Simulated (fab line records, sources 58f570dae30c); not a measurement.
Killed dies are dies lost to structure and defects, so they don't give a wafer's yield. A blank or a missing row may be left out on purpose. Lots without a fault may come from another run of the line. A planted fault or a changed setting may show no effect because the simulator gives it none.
A struck lot beside a sound one | flow berkeley_cmos170 | 14 steps out of a route of 331
Sound: wafers L263.1, L263.2, L263.3. Struck: wafers L257.2, L257.4, L257.6. The cause comes at the end.
At each step with rows: each side's tool, then ch and its chambers, then its first start. Under that, the readings that differ: sound wafers | struck wafers | difference of the means | sigmas: that difference in standard deviations of wafers without a fault.
alike: readings whose means differ by less than 2 such deviations, and words and numbers that are the same on both sides. not compared: withheld readings, readings that some wafer has no value for, bounds like >300 that may hide the same value, and numbers for which the record gives no deviation and whose values overlap.
The two part at a step that has a row with sigmas, a row that says differs or no value, or rows on one side only. Numbers that don't overlap but have no deviation are shown without sigmas and don't part them. A reading that every wafer of one side lacks parts them only if that side has two wafers or more.

UCB170_FIELD_THK_MEAS_90:
  sound on film_metro-03, day 8 06:40; struck on film_metro-01, day 7 12:45
  alike: FIELD_OXIDE_LEFT_1_THK
then, 2 steps without rows for these wafers: UCB170_SACOX_CLEAN_00 (cleans in dHF, time 7.5 s); UCB170_SACOX_OXIDATION_01 (target thk 14.4 nm, ox time 2400 s).
UCB170_SACOX_THK_MEAS_02:
  sound on film_metro-02, day 8 11:25; struck on film_metro-04, day 7 17:37
  alike: SACOX_OXIDE_THK
then, 2 steps without rows for these wafers: UCB170_SCREENOX_WET_ETCH_00 (etches SiO2 in dHF, time 200 s); UCB170_SCREENOX_OXIDATION_01 (target thk 14.4 nm, ox time 2400 s).
UCB170_SCREENOX_THK_MEAS_02:
  sound on film_metro-01, day 8 17:02; struck on film_metro-01, day 7 23:56
  alike: SCREENOX_OXIDE_THK
then, 5 steps without rows for these wafers: UCB170_SCREENOX_ANNEAL_03 (time 900 s); UCB170_NVT_HMDS_00 (prime time 60 s); UCB170_NVT_COAT_01 (resist thk 900 nm); UCB170_NVT_SOFTBAKE_02 (time 60 s); UCB170_NVT_EXPOSE_03 (exposes mask PWELL, target cd 3000 nm).
UCB170_NVT_PEB_04:
  sound on litho_track-01 ch 0, day 8 23:11; struck on litho_track-01, day 8 06:11
  no value came back on the struck wafers for chill_plate_temp_C (C), exhaust_pa (Pa); on the sound wafers chill_plate_temp_C (C) reads 22.92 22.85 23.06
then, 1 step without rows for these wafers: UCB170_NVT_DEVELOP_05 (develop time 45 s).

WHERE THEY PART
Only at UCB170_NVT_PEB_04, within this record.

WHY: what the simulator had put in
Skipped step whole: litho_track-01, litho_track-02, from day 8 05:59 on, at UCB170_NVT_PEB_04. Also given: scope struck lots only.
